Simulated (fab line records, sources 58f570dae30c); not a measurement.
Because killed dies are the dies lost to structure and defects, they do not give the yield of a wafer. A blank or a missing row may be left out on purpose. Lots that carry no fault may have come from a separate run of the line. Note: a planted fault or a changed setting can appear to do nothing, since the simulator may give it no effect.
fab line records | flow berkeley-cmos170
record: lots: 6 | wafers: 18 | last-day: 12
route steps=331 shown PWELL@38
lots that met no fault: from a run of the same line without faults
start-h: the number of hours between the record's first day and the start of the first shown wafer of the lot | wait-h: hours from the lot's prior step to this one | " same as the row above | L1.1+2: a single row standing in for several wafers | - no value, or no start given | * or withheld: withheld | < > ~ a bound
route shown NAME@n: names a module that has steps shown in the file, with the first one's number in the route | usual: the fault-free wafers' mean and standard deviation | same: alike in all rows | chamber/n: place in a boat | sites: per-site readings | _std_site: the values' standard deviation | _edge_site: the outer-site mean with the inner-site mean subtracted | radius-mm: for every site, how far away it sits from the centre of the wafer | mask NAME#n: copy n | behind: tool/chamber where the wafer was last shaped | hold: cause of the lot's hold/its duration in hours/its outcome | device: the n, p or np transistor that did not switch | end of line: the tests these same wafers got at the end of their route | for a step that has no rows: nothing shown but its recipe | killed: at the first sort, the dies lost to defects and structure; wafer yield is something else | map: a wafer's dies, marking killed ones x, the rest . and places with no die _
set.NAME: the setting the step ran with; set.NAME@STEP: the setting that earlier step ran with | model.NAME: the simulator's own value behind a step, which no gauge read
lots at some steps of the route; a table a step, a row a wafer
services: the hour from which a tool's chamber was out of use, counted from the record's first day as start-h (under 0 if before that day), plus the number of hours and why
== steps ==
step: UCB170_PWELL_ANNEAL_04
recipe: temp-c: 1000 | time-s: 900 | ambient: N2
step: UCB170_PWELL_CVD_05
recipe: material: Si3N4 | target-thk-nm: 220 | temp-c: 800 | precursor: SiH2Cl2/NH3 | time-s: 3300 | pressure-mtorr: 200 | sih2cl2-flow-sccm: 25 | nh3-flow-sccm: 75
step: UCB170_PWELL_THK_MEAS_06
recipe: reads: Si3N4_of_PWELL_CVD_05
usual: PWELL_NITRIDE_THK: 219.3/1.9
lot.wafer | tool          | chamber | start-h | wait-h | PWELL_NITRIDE_THK[nm]
L832.1    | film-metro-01 | -       | 81.07   | 0.0    | 218.1
L832.2    | "             | -       | "       | "      | 217.2
L832.6    | "             | -       | "       | "      | 218.6
L834.1    | film-metro-01 | -       | 89.73   | 0.1    | 221.3
L834.2    | "             | -       | "       | "      | 220.8
L834.3    | "             | -       | "       | "      | 221.4
L839.1    | film-metro-04 | -       | 119.48  | 0.0    | 219.5
L839.2    | "             | -       | "       | "      | 218.5
L839.4    | "             | -       | "       | "      | 218.1
L841.1    | film-metro-01 | -       | 132.11  | 0.0    | 221.9
L841.2    | "             | -       | "       | "      | 219.8
L841.4    | "             | -       | "       | "      | 220.9
L842.3    | film-metro-04 | -       | 132.13  | 0.0    | 217.8
L842.4    | "             | -       | "       | "      | 218.2
L842.5    | "             | -       | "       | "      | 219.3
L845.1    | film-metro-01 | -       | 149.99  | 0.0    | 217.8
L845.4    | "             | -       | "       | "      | 218.9
L845.5    | "             | -       | "       | "      | 217.4
step: UCB170_PWELL_HMDS_07
recipe: prime-time-s: 60 | prime-temp-c: 100
step: UCB170_PWELL_COAT_08
recipe: resist: KrF | spin-rpm: 1500 | resist-thk-nm: 900
step: UCB170_PWELL_SOFTBAKE_09
recipe: resist: KrF | temp-c: 130 | time-s: 60
step: UCB170_PWELL_EXPOSE_10
recipe: mask-id: PWELL | target-cd-nm: 3000 | na: 0.5 | sigma-outer: 0.6 | source-shape: conventional | dose-mj: 19
step: UCB170_PWELL_PEB_11
recipe: peb-temp-c: 130 | peb-time-s: withheld | resist: KrF
step: UCB170_PWELL_DEVELOP_12
recipe: developer: TMAH | develop-time-s: 45 | resist: KrF | dev-temp-c: 21
step: UCB170_PWELL_OVL_MEAS_13
usual: PWELL_OVL: -3/6.3
lot.wafer | tool       | chamber | start-h | wait-h | PWELL_OVL[nm]
L832.1    | overlay-02 | -       | 82.68   | -      | 1
L832.2    | "          | -       | "       | "      | 6
L832.6    | "          | -       | "       | "      | 10
L834.1    | overlay-02 | -       | 90.97   | -      | -13
L834.2    | "          | -       | "       | "      | -10
L834.3    | "          | -       | "       | "      | -7
L839.1    | overlay-01 | -       | 121.07  | -      | -18
L839.2    | "          | -       | "       | "      | -2
L839.4    | "          | -       | "       | "      | 1
L842.3    | overlay-02 | -       | 133.73  | -      | -11
L842.4    | "          | -       | "       | "      | -8
L842.5    | "          | -       | "       | "      | -2
L841.1    | overlay-01 | -       | 134.12  | -      | -2
L841.2    | "          | -       | "       | "      | -7
L841.4    | "          | -       | "       | "      | -2
L845.1    | overlay-01 | -       | 151.05  | -      | 15
L845.4    | "          | -       | "       | "      | 3
L845.5    | "          | -       | "       | "      | 9
step: UCB170_PWELL_ETCH_14
recipe: chemistry: CH3F/Ar/O2 | target: Si3N4 | stop-on: SiO2 | CH3F_flow_sccm: 20 | Ar_flow_sccm: 50 | O2_flow_sccm: 7 | pressure-mtorr: 50 | rf-w: 450 | target-depth-a: 2420 | over-etch-frac: 0.1 | time-s: 151
usual: CH3F_flow_sccm: 19.99/0.067 | drypump-motor-current-A: 5.7/0.41 | mfc-ar-sccm: 50.00/0.15 | oes-product-au: 0.942/0.014 | throttle-valve-pct: 8.13/0.11
same: over-etch-frac: 0.1
lot.wafer | tool        | chamber | start-h | wait-h | CH3F_flow_sccm | drypump-motor-current-A | mfc-ar-sccm | oes-product-au | rf-hours-counter-h | throttle-valve-pct
L832.1    | rie-diel-02 | 1       | 82.72   | 0.0    | 20.09          | 5.3                     | 50.25       | 0.929          | 57                 | 8.15
L832.2    | "           | 3       | "       | "      | 20.10          | 5.2                     | 50.00       | 0.928          | 138                | 7.98
L832.6    | "           | 0       | "       | "      | 19.97          | 5.4                     | 49.82       | 0.917          | -                  | 8.17
L834.1    | rie-diel-03 | 0       | 91.00   | 0.0    | 19.94          | 6.3                     | 49.96       | 0.943          | 106                | 8.09
L834.2    | "           | 2       | "       | "      | 20.06          | 5.3                     | 50.13       | 0.944          | 100                | 8.17
L834.3    | "           | 3       | "       | "      | 19.96          | 5.8                     | 49.88       | 0.953          | 81                 | 8.30
L839.1    | rie-diel-03 | 3       | 121.11  | 0.0    | 20.04          | 5.8                     | 50.10       | 0.947          | 83                 | 8.29
L839.2    | "           | 1       | "       | "      | 20.04          | 5.1                     | 50.13       | 0.946          | 2                  | 8.16
L839.4    | "           | 0       | "       | "      | 20.04          | 6.4                     | 49.97       | 0.928          | 108                | 8.07
L842.3    | rie-diel-02 | 3       | 133.76  | 0.0    | 20.05          | 5.2                     | 49.92       | 0.924          | 140                | 7.96
L842.4    | "           | 2       | "       | "      | 20.06          | 6.3                     | 50.18       | 0.939          | 8                  | 8.20
L842.5    | "           | 0       | "       | "      | 20.03          | 5.4                     | 50.06       | 0.911          | -                  | 8.17
L841.1    | rie-diel-03 | 0       | 134.16  | 0.0    | 19.85          | 6.3                     | 49.85       | 0.942          | 109                | 8.07
L841.2    | "           | 2       | "       | "      | 20.12          | 5.3                     | 49.83       | 0.937          | 103                | 8.16
L841.4    | "           | 3       | "       | "      | 19.97          | 5.8                     | 50.02       | 0.948          | 84                 | 8.31
L845.1    | rie-diel-03 | 1       | 151.09  | 0.0    | 20.06          | 5.1                     | 49.95       | 0.940          | 3                  | 8.18
L845.4    | "           | 3       | "       | "      | 19.99          | 5.8                     | 49.89       | 0.943          | 84                 | 8.30
L845.5    | "           | 2       | "       | "      | 19.86          | 5.3                     | 49.95       | 0.941          | -                  | 8.18
step: UCB170_PWELL_IMPLANT_15
recipe: species: B | dose-cm2: 5e+12 | energy-kev: 60 | tilt-deg: 7
step: UCB170_PWELL_STRIP_16
recipe: chemistry: O2 | power-w: 400 | pressure-mtorr: 3500 | platen-temp-c: withheld | o2-flow-sccm: 400 | overash-fraction: 0.5
usual: chamber-pressure-mTorr: 3500/3.2 | drypump-motor-current-A: 5.8/0.37 | oes-product-au: 0.721/0.0043 | strip-time-to-endpoint-s: 18.09/0.091
lot.wafer | tool            | chamber | start-h | wait-h | chamber-pressure-mTorr | drypump-motor-current-A | oes-product-au | rf-hours-counter-h | strip-time-to-endpoint-s | model.KrF_of_PWELL_COAT_08.thk-nm
L832.1    | plasma-asher-01 | 0       | 82.97   | 0.1    | 3504                   | 6.2                     | 0.717          | 27                 | 18.16                    | 0
L832.2    | "               | 1       | "       | "      | 3497                   | 5.5                     | 0.722          | 27                 | 18.18                    | 0
L832.6    | "               | 0       | "       | "      | 3500                   | 6.2                     | 0.719          | -                  | 18.11                    | 0
L834.1    | plasma-asher-04 | 1       | 91.25   | 0.1    | 3505                   | 5.5                     | 0.719          | 37                 | 18.24                    | 0
L834.2    | "               | 0       | "       | "      | 3499                   | 6.4                     | 0.718          | 37                 | 18.14                    | 0
L834.3    | "               | 0       | "       | "      | 3499                   | 6.4                     | 0.720          | -                  | 18.17                    | 0
L839.1    | plasma-asher-01 | 1       | 121.36  | 0.1    | 3504                   | 5.5                     | 0.715          | 31                 | 17.98                    | 0
L839.2    | "               | 0       | "       | "      | 3499                   | 6.2                     | 0.723          | 31                 | 18.19                    | 0
L839.4    | "               | 1       | "       | "      | 3500                   | 5.5                     | 0.727          | -                  | 18.05                    | 0
L842.3    | plasma-asher-03 | 0       | 134.04  | 0.1    | -                      | -                       | -              | -                  | -                        | 721.7
L842.4    | "               | 1       | "       | "      | -                      | -                       | -              | -                  | -                        | 721.2
L842.5    | "               | 0       | "       | "      | -                      | -                       | -              | -                  | -                        | 727.1
L841.1    | plasma-asher-01 | 0       | 134.41  | 0.1    | -                      | -                       | -              | -                  | -                        | 726.4
L841.2    | "               | 1       | "       | "      | -                      | -                       | -              | -                  | -                        | 725.9
L841.4    | "               | 1       | "       | "      | -                      | -                       | -              | -                  | -                        | 725.4
L845.1    | plasma-asher-04 | 1       | 151.34  | 0.1    | 3500                   | 5.5                     | 0.724          | 44                 | 18.20                    | 0
L845.4    | "               | 0       | "       | "      | 3501                   | 6.4                     | 0.727          | -                  | 18.04                    | 0
L845.5    | "               | 0       | "       | "      | 3501                   | 6.5                     | 0.725          | -                  | 18.07                    | 0
step: UCB170_PWELL_TW_MEAS_17
usual: PWELL_TW: 376/3.7
lot.wafer | tool          | chamber | start-h | wait-h | PWELL_TW
L832.1    | film-metro-04 | -       | 83.07   | 0.1    | 374
L832.2    | "             | -       | "       | "      | 375
L832.6    | "             | -       | "       | "      | 374
L834.1    | film-metro-02 | -       | 91.35   | 0.1    | 380
L834.2    | "             | -       | "       | "      | 381
L834.3    | "             | -       | "       | "      | 378
L839.1    | film-metro-04 | -       | 121.46  | 0.1    | 374
L839.2    | "             | -       | "       | "      | 376
L839.4    | "             | -       | "       | "      | 374
L842.3    | film-metro-01 | -       | 134.13  | 0.1    | 377
L842.4    | "             | -       | "       | "      | 373
L842.5    | "             | -       | "       | "      | 376
L841.1    | film-metro-04 | -       | 134.51  | 0.1    | 377
L841.2    | "             | -       | "       | "      | 373
L841.4    | "             | -       | "       | "      | 375
L845.1    | film-metro-02 | -       | 151.44  | 0.1    | 381
L845.4    | "             | -       | "       | "      | 384
L845.5    | "             | -       | "       | "      | 381
== services ==
tool            | chamber | start-h | hours | kind
rie-diel-02     | 3       | 64.98   | 3.9   | repair
rie-diel-03     | 1       | 65.69   | -     | clean
rie-diel-03     | 1       | 65.69   | -     | consumable-replace:esc
rie-diel-03     | 1       | 65.69   | 31.0  | scheduled-down
rie-diel-03     | 1       | 65.69   | 31.0  | vent-cycle
plasma-asher-01 | -       | 84.80   | 15.0  | pm
rie-diel-03     | 2       | 91.68   | 4.2   | repair
plasma-asher-03 | -       | 108.81  | 9.0   | pm
plasma-asher-03 | 0       | 108.81  | 9.0   | vent-cycle
plasma-asher-03 | 1       | 108.81  | 9.0   | vent-cycle
plasma-asher-03 | 0       | 117.81  | -     | clean
plasma-asher-03 | 1       | 117.81  | -     | clean
plasma-asher-04 | -       | 125.17  | 15.6  | pm
== key ==
first-sign: step: UCB170_PWELL_STRIP_16 | reading: tool-record | direction: missing
effect none on later readings
model-effect: step: UCB170_PWELL_STRIP_16 | value: KrF_of_PWELL_COAT_08.thk-nm | without: 0 | struck: 724.6
met-at UCB170_PWELL_STRIP_16
struck-wafers L841.1,L841.2,L841.4,L842.3,L842.4,L842.5
later-rows-left-out L841.1,L841.2,L841.4,L842.3,L842.4,L842.5
sort-left-out L841.1,L841.2,L841.4,L842.3,L842.4,L842.5
tester-left-out L841,L842
onset-between 121.36 134.04
fault: kind: skipped-step-whole | tool: plasma-asher-01,plasma-asher-03 | chamber: - | onset-h: 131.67 | steps: UCB170_PWELL_STRIP_16 | scope: struck-lots-only
tester-left-out: of these lots the tester's yield and bins aren't shown, on N5 and GAA mostly nor the transistor test; their killed dies are dies lost to structure and defects alone, not to doping, threshold or leakage, so they don't give the yield
sort-left-out: the simulated sort isn't trusted on such a fault, so these wafers' sort isn't shown, and their yield isn't known
later-rows-left-out: the simulator's readings of these wafers behind a module that went badly wrong aren't trusted and aren't shown, but for the sort
